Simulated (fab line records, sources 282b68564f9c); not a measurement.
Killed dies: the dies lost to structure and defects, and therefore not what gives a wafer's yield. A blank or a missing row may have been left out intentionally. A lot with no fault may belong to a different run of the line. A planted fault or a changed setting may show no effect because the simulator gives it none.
fab line records	flow ritCmos
[record] lots = 6	wafers = 18	lastDay = 7
route steps=202 shown SILICIDE@161 CONTACT@168 M1@202
lots that met no fault: taken from a fault-free run of the same line
startH: hours from the record's opening day to when the first of the lot's shown wafers began	waitH: hours elapsed since this lot's preceding step	" same as the row above	L1.1+2: several wafers, shown together as one row	- no value present, or no start provided	* or withheld: withheld	< > ~ a bound
route shown NAME@n: names a module that has steps shown in the file, with the first one's number in the route	usual: mean and standard deviation over wafers with no fault	same: alike in all rows	chamber/n: place in a boat	sites: each site's reading	_std_site: standard deviation of those values	_edge_site: outer sites' mean less inner sites'	radiusMm: how far each site lies from the wafer's centre	mask NAME#n: copy n	behind: the last tool/chamber to shape the wafer	hold: cause of the lot's hold/its duration in hours/its outcome	device: the transistor (n, p or np) that didn't switch	end of line: tests run on the same wafers once the route is complete	a step with no rows: only its recipe	killed: dies lost to structure and defects at the first sort, not the wafer's yield	map: a wafer's dies, x killed, . not, _ none there
set.NAME: the run value of the setting; set.NAME@STEP: its run value at that earlier step	model.NAME: the simulator's own value behind a step, which no gauge read
certain route steps with their lots: each step a table, each wafer a row
services: a tool's chamber out of use, with start hour (startH, from the record's first day; less than 0 if before it), hours out, and reason
[[steps]]
[step RIT_SILICIDE_WET_ETCH_00]
[recipe] chemistry = BOE	target = SiO2	targetDepthNm = 14	timeS = 15	dry = n2Spin	dilution = 10:1	tempC = 21.5
[step RIT_SILICIDE_SPUTTER_01]
[recipe] material = Ti	targetThkNm = 30	powerW = 350	chamberPressurePa = 0.667	gas = Ar	timeS = 240	substrateTempC = 25
[usual] substrateTempC = 25.01/0.11	throttleValvePct = 30.0/1.3
lot.wafer	tool	chamber	startH	waitH	substrateTempC	throttleValvePct
L794.1	pvdSputter-02	-	49.32	0.0	25.04	31.0
L794.2	"	-	"	"	25.03	30.2
L794.5	"	-	"	"	25.15	31.0
L796.4	pvdSputter-02	-	60.45	0.0	25.09	30.4
L796.5	"	-	"	"	24.98	30.9
L796.6	"	-	"	"	24.93	30.6
L798.2	pvdSputter-02	-	70.25	0.0	25.18	30.5
L798.3	"	-	"	"	24.94	30.8
L798.5	"	-	"	"	24.83	30.2
L799.1	pvdSputter-03	-	74.45	0.0	24.97	29.9
L799.3	"	-	"	"	25.02	31.5
L799.6	"	-	"	"	24.99	29.9
L806.1	pvdSputter-01	-	109.88	0.0	24.89	30.2
L806.3	"	-	"	"	24.88	29.7
L806.5	"	-	"	"	25.12	29.6
L815.1	pvdSputter-03	-	154.63	0.0	24.87	31.6
L815.4	"	-	"	"	24.94	28.0
L815.5	"	-	"	"	25.09	28.4
[step RIT_SILICIDE_RS_MEAS_02]
[recipe] thkMeasGauge = four-point-probe	reads = Ti_of_SILICIDE_SPUTTER_01
[usual] SILICIDE_TI_RS = 47.5/0.65
lot.wafer	tool	chamber	startH	waitH	SILICIDE_TI_RS[ohm/sq]
L794.1	filmMetro-01	-	49.47	0.1	46.6
L794.2	"	-	"	"	46.8
L794.5	"	-	"	"	46.6
L796.4	filmMetro-03	-	60.66	0.1	48.0
L796.5	"	-	"	"	47.4
L796.6	"	-	"	"	47.8
L798.2	filmMetro-01	-	70.42	0.1	46.9
L798.3	"	-	"	"	46.8
L798.5	"	-	"	"	46.8
L799.1	filmMetro-03	-	74.60	0.1	47.7
L799.3	"	-	"	"	48.0
L799.6	"	-	"	"	48.5
L806.1	filmMetro-03	-	110.03	0.1	46.9
L806.3	"	-	"	"	47.4
L806.5	"	-	"	"	46.9
L815.1	filmMetro-04	-	154.78	0.1	47.2
L815.4	"	-	"	"	48.0
L815.5	"	-	"	"	48.1
[step RIT_SILICIDE_THK_MEAS_03]
[recipe] thkMeasGauge = xrf	reads = Ti_of_SILICIDE_SPUTTER_01
[usual] SILICIDE_TI_THK = 30.6/0.34
lot.wafer	tool	chamber	startH	waitH	SILICIDE_TI_THK[nm]
L794.1	filmMetro-01	-	49.59	0.1	31.0
L794.2	"	-	"	"	31.1
L794.5	"	-	"	"	31.1
L796.4	filmMetro-03	-	60.75	0.1	30.3
L796.5	"	-	"	"	30.5
L796.6	"	-	"	"	30.4
L798.2	filmMetro-01	-	70.53	0.1	30.8
L798.3	"	-	"	"	30.9
L798.5	"	-	"	"	31.0
L799.1	filmMetro-03	-	74.72	0.1	30.4
L799.3	"	-	"	"	30.2
L799.6	"	-	"	"	29.9
L806.1	filmMetro-03	-	110.15	0.1	30.7
L806.3	"	-	"	"	30.6
L806.5	"	-	"	"	30.9
L815.1	filmMetro-04	-	154.90	0.1	30.7
L815.4	"	-	"	"	30.4
L815.5	"	-	"	"	30.3
[step RIT_SILICIDE_RTA_04]
[recipe] tempC = 650	timeS = 10	idleTempC = 25	rampUpS = 5	rampDownS = 5	coolToC = 25	ambient = N2
[usual] chamberO2Ppm = 2.008/0.019	wafer_temp_C_max = 652.6/0.84
lot.wafer	tool	chamber	startH	waitH	chamberO2Ppm	wafer_temp_C_max
L794.1	rtpAnneal-01	0	49.65	0.1	2.016	651.5
L794.2	"	0	"	"	1.990	652.2
L794.5	"	0	"	"	2.028	651.7
L796.4	rtpAnneal-01	0	60.81	0.1	2.018	652.2
L796.5	"	0	"	"	1.993	652.0
L796.6	"	0	"	"	2.008	651.8
L798.2	rtpAnneal-01	0	70.59	0.1	2.009	652.3
L798.3	"	0	"	"	2.028	651.3
L798.5	"	0	"	"	2.032	652.0
L799.1	rtpAnneal-02	0	74.78	0.1	1.990	653.8
L799.3	"	0	"	"	2.002	652.4
L799.6	"	0	"	"	2.032	653.3
L806.1	rtpAnneal-01	0	110.21	0.1	2.033	652.7
L806.3	"	0	"	"	1.966	651.8
L806.5	"	0	"	"	2.026	652.7
L815.1	rtpAnneal-02	0	154.96	0.1	2.006	654.5
L815.4	"	0	"	"	1.982	652.6
L815.5	"	0	"	"	2.024	653.3
[step RIT_SILICIDE_WET_ETCH_05]
[recipe] chemistry = SPM	target = Ti	tempC = 90	timeS = 120	dry = n2Spin
[step RIT_SILICIDE_RTA_06]
[recipe] tempC = 750	timeS = 10	idleTempC = 25	rampUpS = 5	rampDownS = 10	coolToC = 25	ambient = N2
[usual] chamberO2Ppm = 2.001/0.019	wafer_temp_C_max = 753.0/0.93
lot.wafer	tool	chamber	startH	waitH	chamberO2Ppm	wafer_temp_C_max
L794.1	rtpAnneal-02	0	49.76	0.0	1.988	753.3
L794.2	"	0	"	"	2.017	753.5
L794.5	"	0	"	"	2.002	754.7
L796.4	rtpAnneal-02	0	60.92	0.0	1.979	752.5
L796.5	"	0	"	"	1.952	752.5
L796.6	"	0	"	"	1.989	753.3
L798.2	rtpAnneal-02	0	70.70	0.0	2.034	754.7
L798.3	"	0	"	"	2.008	753.8
L798.5	"	0	"	"	2.000	753.6
L799.1	rtpAnneal-01	0	74.89	0.0	2.051	752.2
L799.3	"	0	"	"	2.015	752.4
L799.6	"	0	"	"	1.988	752.2
L806.1	rtpAnneal-02	0	110.31	0.0	1.999	753.9
L806.3	"	0	"	"	2.019	753.9
L806.5	"	0	"	"	2.002	754.1
L815.1	rtpAnneal-01	0	155.08	0.0	1.997	752.3
L815.4	"	0	"	"	2.005	752.7
L815.5	"	0	"	"	2.012	752.4
[step RIT_CONTACT_CVD_00]
[recipe] material = SiO2	targetThkNm = 400	precursor = TEOS	tempC = 390	timeS = 61	rfW = 400
[usual] heaterPowerW = 321/43
lot.wafer	tool	chamber	startH	waitH	heaterPowerW
L794.1	pecvd-01	0	49.83	0.1	294
L794.2	"	1	"	"	270
L794.5	"	2	"	"	321
L796.4	pecvd-03	0	60.98	0.0	292
L796.5	"	1	"	"	364
L796.6	"	2	"	"	408
L798.2	pecvd-04	0	70.76	0.0	310
L798.3	"	2	"	"	289
L798.5	"	2	"	"	310
L799.1	pecvd-03	2	74.96	0.1	407
L799.3	"	1	"	"	367
L799.6	"	1	"	"	367
L806.1	pecvd-01	0	110.38	0.1	284
L806.3	"	1	"	"	315
L806.5	"	1	"	"	317
L815.1	pecvd-01	1	155.14	0.1	328
L815.4	"	2	"	"	297
L815.5	"	0	"	"	322
[step RIT_CONTACT_THK_MEAS_01]
[recipe] reads = SiO2_of_CONTACT_CVD_00
[usual] CONTACT_TEOS_THK = 398/5.2
lot.wafer	tool	chamber	startH	waitH	CONTACT_TEOS_THK[nm]
L794.1	filmMetro-02	-	49.88	0.0	395
L794.2	"	-	"	"	402
L794.5	"	-	"	"	394
L796.4	filmMetro-02	-	61.03	0.0	406
L796.5	"	-	"	"	402
L796.6	"	-	"	"	400
L798.2	filmMetro-03	-	70.82	0.0	396
L798.3	"	-	"	"	397
L798.5	"	-	"	"	404
L799.1	filmMetro-03	-	75.01	0.0	396
L799.3	"	-	"	"	393
L799.6	"	-	"	"	405
L806.1	filmMetro-03	-	110.43	0.0	398
L806.3	"	-	"	"	395
L806.5	"	-	"	"	404
L815.1	filmMetro-02	-	155.19	0.0	400
L815.4	"	-	"	"	402
L815.5	"	-	"	"	409
[step RIT_CONTACT_HMDS_02]
[recipe] primeTimeS = 60	primeTempC = 140
[step RIT_CONTACT_COAT_03]
[recipe] resist = NOVOLAK	spinRpm = 3250	resistThkNm = 1000
[step RIT_CONTACT_SOFTBAKE_04]
[recipe] resist = NOVOLAK	tempC = 90	timeS = 60
[step RIT_CONTACT_EXPOSE_05]
[recipe] maskId = M11	na = 0.6	sourceShape = conventional	sigmaOuter = 0.5	targetCdNm = 1000	doseMj = 250
[usual] exposureDoseMJCm2 = 250.3/0.49
lot.wafer	tool	chamber	startH	waitH	mask	exposureDoseMJCm2
L794.1	ilineStepper-01	0	50.39	0.1	M11#0	249.6
L794.2	"	0	"	"	M11#0	249.8
L794.5	"	0	"	"	M11#0	249.8
L796.4	ilineStepper-01	0	61.69	0.2	M11#0	250.0
L796.5	"	0	"	"	M11#0	249.5
L796.6	"	0	"	"	M11#0	250.0
L798.2	ilineStepper-01	0	71.47	0.1	M11#0	213.6
L798.3	"	0	"	"	M11#0	213.4
L798.5	"	0	"	"	M11#0	213.5
L799.1	ilineStepper-01	0	75.52	0.1	M11#0	221.0
L799.3	"	0	"	"	M11#0	220.8
L799.6	"	0	"	"	M11#0	221.0
L806.1	ilineStepper-02	0	110.94	0.1	M11#0	250.8
L806.3	"	0	"	"	M11#0	250.3
L806.5	"	0	"	"	M11#0	250.4
L815.1	ilineStepper-02	0	155.70	0.1	M11#0	250.5
L815.4	"	0	"	"	M11#0	250.4
L815.5	"	0	"	"	M11#0	250.6
[step RIT_CONTACT_PEB_06]
[recipe] resist = NOVOLAK	tempC = withheld	timeS = withheld
[step RIT_CONTACT_DEVELOP_07]
[recipe] resist = NOVOLAK	developTimeS = 120	devTempC = 23
[step RIT_CONTACT_CD_MEAS_08]
[recipe] targetCdNm = 1000
[usual] cdNm = 1000.0/2.1
lot.wafer	tool	chamber	startH	waitH	cdNm
L794.1	cdSem-01	-	50.90	-	996.2
L794.2	"	-	"	"	997.7
L794.5	"	-	"	"	1000.8
L796.4	cdSem-01	-	62.20	-	1001.6
L796.5	"	-	"	"	1002.9
L796.6	"	-	"	"	1001.6
L798.2	cdSem-02	-	72.02	-	958.2
L798.3	"	-	"	"	957.8
L798.5	"	-	"	"	956.9
L799.1	cdSem-01	-	76.03	-	963.4
L799.3	"	-	"	"	963.3
L799.6	"	-	"	"	965.5
L806.1	cdSem-02	-	111.46	-	1002.1
L806.3	"	-	"	"	1003.2
L806.5	"	-	"	"	1001.6
L815.1	cdSem-01	-	156.22	-	1001.2
L815.4	"	-	"	"	999.4
L815.5	"	-	"	"	1000.3
[step RIT_CONTACT_OVL_MEAS_09]
[usual] CONTACT_OVL = -1.9/1.5
lot.wafer	tool	chamber	startH	waitH	CONTACT_OVL[nm]
L794.1	overlay-02	-	51.02	0.1	0.6
L794.2	"	-	"	"	2.1
L794.5	"	-	"	"	-0.6
L796.4	overlay-01	-	62.28	0.1	-2.2
L796.5	"	-	"	"	-1.7
L796.6	"	-	"	"	-1.5
L798.2	overlay-02	-	72.13	0.1	-3.9
L798.3	"	-	"	"	-2.1
L798.5	"	-	"	"	-2.9
L799.1	overlay-02	-	76.15	0.1	-2.3
L799.3	"	-	"	"	-3.7
L799.6	"	-	"	"	-3.1
L806.1	overlay-01	-	111.58	0.1	-3.3
L806.3	"	-	"	"	-2.6
L806.5	"	-	"	"	-0.9
L815.1	overlay-02	-	156.34	0.1	-2.2
L815.4	"	-	"	"	-0.9
L815.5	"	-	"	"	-2.5
[step RIT_CONTACT_HARDBAKE_10]
[recipe] resist = NOVOLAK	tempC = 140	timeS = 60
[step RIT_CONTACT_ETCH_11]
[recipe] targetDepthA = 4800	overEtchFrac = 0.2	stopOn = TiSi2	chemistry = CHF3/CF4/Ar	target = SiO2	CHF3_flow_sccm = 50	cf4FlowSccm = 10	Ar_flow_sccm = 100	O2_flow_sccm = 5	pressureMtorr = 100	rfW = 200	timeS = 320
[usual] O2_flow_sccm = 4.999/0.016	drypumpMotorCurrentA = 5.9/0.45	oesProductAu = 0.985/0.016	throttleValvePct = 8.82/0.1
[same] overEtchFrac = 0.2
lot.wafer	tool	chamber	startH	waitH	O2_flow_sccm	drypumpMotorCurrentA	oesProductAu	rfHoursCounterH	throttleValvePct	model.CONTACT.cdNm
L794.1	rieDiel-04	2	51.31	0.1	4.992	6.6	0.988	105	8.71	996.3
L794.2	"	1	"	"	5.001	5.4	0.986	57	8.76	998
L794.5	"	1	"	"	5.013	5.4	0.980	-	8.76	1001
L796.4	rieDiel-04	1	62.55	0.1	4.995	5.3	0.990	-	8.76	1002
L796.5	"	3	"	"	5.008	6.1	0.997	-	8.81	1003
L796.6	"	2	"	"	5.001	6.6	0.991	-	8.72	1001
L798.2	rieDiel-03	3	72.31	0.1	4.997	6.2	0.963	138	9.01	957.8
L798.3	"	1	"	"	4.998	6.3	0.979	3	8.79	957.8
L798.5	"	1	"	"	4.993	6.3	0.986	-	8.81	957.1
L799.1	rieDiel-04	1	76.34	0.1	4.990	5.4	0.995	58	8.77	962.8
L799.3	"	3	"	"	5.001	6.1	0.986	136	8.80	963.2
L799.6	"	2	"	"	5.003	6.6	0.978	-	8.71	965.3
L806.1	rieDiel-01	1	111.76	0.1	4.958	5.7	1.019	5	8.81	1002
L806.3	"	0	"	"	4.984	5.9	0.999	57	8.65	1003
L806.5	"	1	"	"	4.976	5.7	1.007	-	8.78	1001
L815.1	rieDiel-03	1	156.53	0.1	5.010	6.3	0.986	5	8.80	1001
L815.4	"	0	"	"	5.020	6.1	0.958	14	8.92	999.5
L815.5	"	2	"	"	4.995	5.5	0.988	-	8.94	1000
[step RIT_CONTACT_STRIP_12]
[recipe] chemistry = O2	timeS = 180	resist = NOVOLAK	platenTempC = withheld	powerW = 500	pressureMtorr = 4000	o2FlowSccm = 4000
[usual] drypumpMotorCurrentA = 5.5/0.58
lot.wafer	tool	chamber	startH	waitH	drypumpMotorCurrentA	rfHoursCounterH
L794.1	plasmaAsher-04	0	51.50	0.1	5.7	27
L794.2	"	1	"	"	4.7	27
L794.5	"	0	"	"	5.7	-
L796.4	plasmaAsher-02	1	62.70	0.1	6.6	-
L796.5	"	0	"	"	5.3	-
L796.6	"	1	"	"	6.6	-
L798.2	plasmaAsher-04	1	72.50	0.1	4.7	30
L798.3	"	0	"	"	5.7	-
L798.5	"	1	"	"	4.7	-
L799.1	plasmaAsher-04	1	76.54	0.1	4.7	30
L799.3	"	1	"	"	4.7	-
L799.6	"	1	"	"	4.7	-
L806.1	plasmaAsher-01	0	111.96	0.1	5.2	46
L806.3	"	1	"	"	5.3	-
L806.5	"	0	"	"	5.3	-
L815.1	plasmaAsher-01	1	156.72	0.1	5.3	52
L815.4	"	0	"	"	5.2	-
L815.5	"	1	"	"	5.3	-
[step RIT_M1_PROBE_99]
[usual] killedAtContacts = 0.1/0.36	killedAtFrontEnd = 7/3.4	killedDies = 7/3.4	killedOpen = 3.3/2	killedShort = 3.8/2.4
[same] grossDies = 264	killed_at_M0_to_M3 = 0	killed_at_M4_up = 0	killedAtBackSide = 0	killedAtOther = 0
lot.wafer	tool	chamber	startH	waitH	killedAtContacts	killedAtFrontEnd	killedDies	killedOpen	killedShort	model.etest.contactToGate.bvRightV	model.etest.contactToGate.bvLeftV
L794.1	prober-02	-	56.21	0.1	0	9	9	3	6	93.09	94.8
L794.2	prober-02	-	56.26	0.1	0	13	13	4	8	88.6	93.68
L794.5	prober-02	-	56.41	0.2	0	12	12	3	9	91.41	88.93
L796.4	prober-02	-	67.75	0.2	0	6	6	3	3	89.27	91.73
L796.5	prober-02	-	67.80	0.2	0	6	6	3	3	90.64	90.43
L796.6	prober-02	-	67.85	0.2	0	2	2	1	1	87.65	87.69
L798.2	prober-02	-	77.28	0.1	2	1	3	0	1	100.2	99.17
L798.3	prober-02	-	77.33	0.2	0	9	9	4	5	103.7	106.1
L798.5	prober-02	-	77.43	0.2	1	6	7	3	3	104.3	100.8
L799.1	prober-01	-	81.21	0.1	0	8	8	5	3	101.5	100
L799.3	prober-01	-	81.31	0.2	0	5	5	3	2	99.32	99.39
L799.6	prober-01	-	81.46	0.2	0	5	5	1	2	100.2	99.03
L806.1	prober-02	-	116.62	0.1	0	12	12	6	6	93.43	89
L806.3	prober-02	-	116.72	0.2	0	8	8	1	7	89.19	89.93
L806.5	prober-02	-	116.82	0.2	0	8	8	1	7	92.32	92
L815.1	prober-01	-	161.56	0.1	0	3	3	0	3	91.59	88.86
L815.4	prober-01	-	161.71	0.2	0	3	3	2	1	92.25	93.98
L815.5	prober-01	-	161.76	0.2	0	1	1	1	0	89.67	87.82
// killed by level:class
L794.1 SILICIDE:geometricParticle:short=3 GATE:geometricParticle:short=2 FOX2:geometricParticle:open=1 GATE:geometricParticle:open=1 REOX:geometricParticle:short=1 SILICIDE:geometricParticle:open=1
L794.2 FOX1:geometricParticle:short=2 FOX1:geometricParticle:open=2 FOX2:geometricParticle:short=2 GATE:geometricParticle:short=2 FOX2:geometricParticle:open=1 REOX:geometricParticle:short=1 REOX:geometricParticle:open=1 SILICIDE:geometricParticle:short=1
L794.5 SILICIDE:geometricParticle:short=3 FOX1:geometricParticle:short=2 GATE:geometricParticle:short=2 GATE:geometricParticle:open=2 SPACER:geometricParticle:short=2 SILICIDE:geometricParticle:open=1
L796.4 SILICIDE:geometricParticle:short=2 SILICIDE:geometricParticle:open=2 GATE:geometricParticle:short=1 SPACER:geometricParticle:open=1
L796.5 GATE:geometricParticle:short=3 FOX2:geometricParticle:open=1 REOX:geometricParticle:open=1 SPACER:geometricParticle:open=1
L796.6 GATE:geometricParticle:short=1 SILICIDE:geometricParticle:open=1
L798.2 CONTACT:coatMicrobubblePrinted=2 GATE:geometricParticle:short=1
L798.3 GATE:geometricParticle:short=2 SILICIDE:geometricParticle:open=2 FOX1:geometricParticle:short=1 GATE:geometricParticle:open=1 REOX:geometricParticle:short=1 SPACER:geometricParticle:open=1 SPACER:geometricParticle:short=1
L798.5 GATE:geometricParticle:short=2 GATE:geometricParticle:open=1 REOX:geometricParticle:open=1 SPACER:geometricParticle:short=1 SILICIDE:geometricParticle:open=1 CONTACT:coatMicrobubblePrinted=1
L799.1 FOX1:geometricParticle:open=2 FOX1:geometricParticle:short=1 FOX2:geometricParticle:open=1 GATE:geometricParticle:open=1 REOX:geometricParticle:short=1 SPACER:geometricParticle:open=1 SILICIDE:geometricParticle:short=1
L799.3 GATE:geometricParticle:open=3 GATE:geometricParticle:short=2
L799.6 NSD:coatMicrobubblePrinted=2 REOX:geometricParticle:short=1 SPACER:geometricParticle:open=1 SPACER:geometricParticle:short=1
L806.1 GATE:geometricParticle:open=3 FOX2:geometricParticle:short=2 GATE:geometricParticle:short=2 REOX:geometricParticle:short=2 FOX1:geometricParticle:open=1 REOX:geometricParticle:open=1 SPACER:geometricParticle:open=1
L806.3 FOX2:geometricParticle:short=2 FOX1:geometricParticle:short=1 GATE:geometricParticle:short=1 GATE:geometricParticle:open=1 REOX:geometricParticle:short=1 SPACER:geometricParticle:short=1 SILICIDE:geometricParticle:short=1
L806.5 GATE:geometricParticle:short=4 FOX1:geometricParticle:short=1 GATE:geometricParticle:open=1 REOX:geometricParticle:short=1 SILICIDE:geometricParticle:short=1
L815.1 FOX2:geometricParticle:short=1 GATE:geometricParticle:short=1 SPACER:geometricParticle:short=1
L815.4 GATE:geometricParticle:open=2 SPACER:geometricParticle:short=1
L815.5 FOX1:geometricParticle:open=1
[[services]]
tool	chamber	startH	hours	kind
rieDiel-04	0	27.02	85.0	repair
rieDiel-04	-	27.59	2.8	pm
pecvd-03	-	29.18	1.5	repair
pvdSputter-01	-	36.59	2.3	repair
ilineStepper-02	-	43.09	1.7	pm
ilineStepper-01	0	47.28	-	calibration
plasmaAsher-01	-	53.02	4.2	repair
pvdSputter-01	-	54.37	4.9	repair
pecvd-04	-	54.49	0.5	repair
rieDiel-03	3	55.28	1.9	repair
rieDiel-01	2	57.08	3.8	repair
ilineStepper-02	-	61.26	11.4	repair
rieDiel-03	2	70.65	23.3	repair
ilineStepper-01	-	85.50	21.6	repair
pvdSputter-02	-	87.69	9.4	repair
ilineStepper-01	-	107.06	8.9	pm
rieDiel-04	0	112.06	-	clean
pecvd-04	0	120.28	13.7	repair
pecvd-01	2	121.96	3.6	repair
pvdSputter-03	-	130.60	0.7	repair
rieDiel-04	0	139.15	9.6	repair
ilineStepper-01	-	142.74	1.7	pm
rieDiel-01	-	146.37	2.8	pm
rieDiel-03	2	152.15	4.2	repair
[[key]]
[firstSign] step = RIT_CONTACT_EXPOSE_05	reading = exposureDoseMJCm2	direction = down	sigmas = 68	usual = 250.3	struck = 217.2
[effect] step = RIT_CONTACT_CD_MEAS_08	reading = cdNm	direction = down	sigmas = 18	usual = 1000.0	struck = 960.9	through = controlLoop
[modelEffect] step = RIT_CONTACT_ETCH_11	value = CONTACT.cdNm	without = 1000	struck = 960.7
[modelEffect] step = RIT_M1_PROBE_99	value = etest.contactToGate.bvRightV	without = 91.67	struck = 101.5
metAt RIT_CONTACT_EXPOSE_05
struckWafers L798.2,L798.3,L798.5,L799.1,L799.3,L799.6
testerLeftOut L798,L799
[loopTrim] step = RIT_CONTACT_EXPOSE_05	setting = dose	lots = L799
onsetBetween 61.69 71.47
[fault] kind = processParameterDrift	tool = ilineStepper-01	chamber = -	onsetH = 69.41	steps = RIT_CONTACT_EXPOSE_05	channel = doseMj	offset = -36.232	shape = step	actsIn = theseRecipesOnly	stated = 250
// testerLeftOut: of these lots the tester's yield and bins aren't shown, on N5 and GAA mostly nor the transistor test; their killed dies are dies lost to structure and defects alone, not to doping, threshold or leakage, so they don't give the yield
// loopTrim: a control loop set the setting to another value than it would have without faults
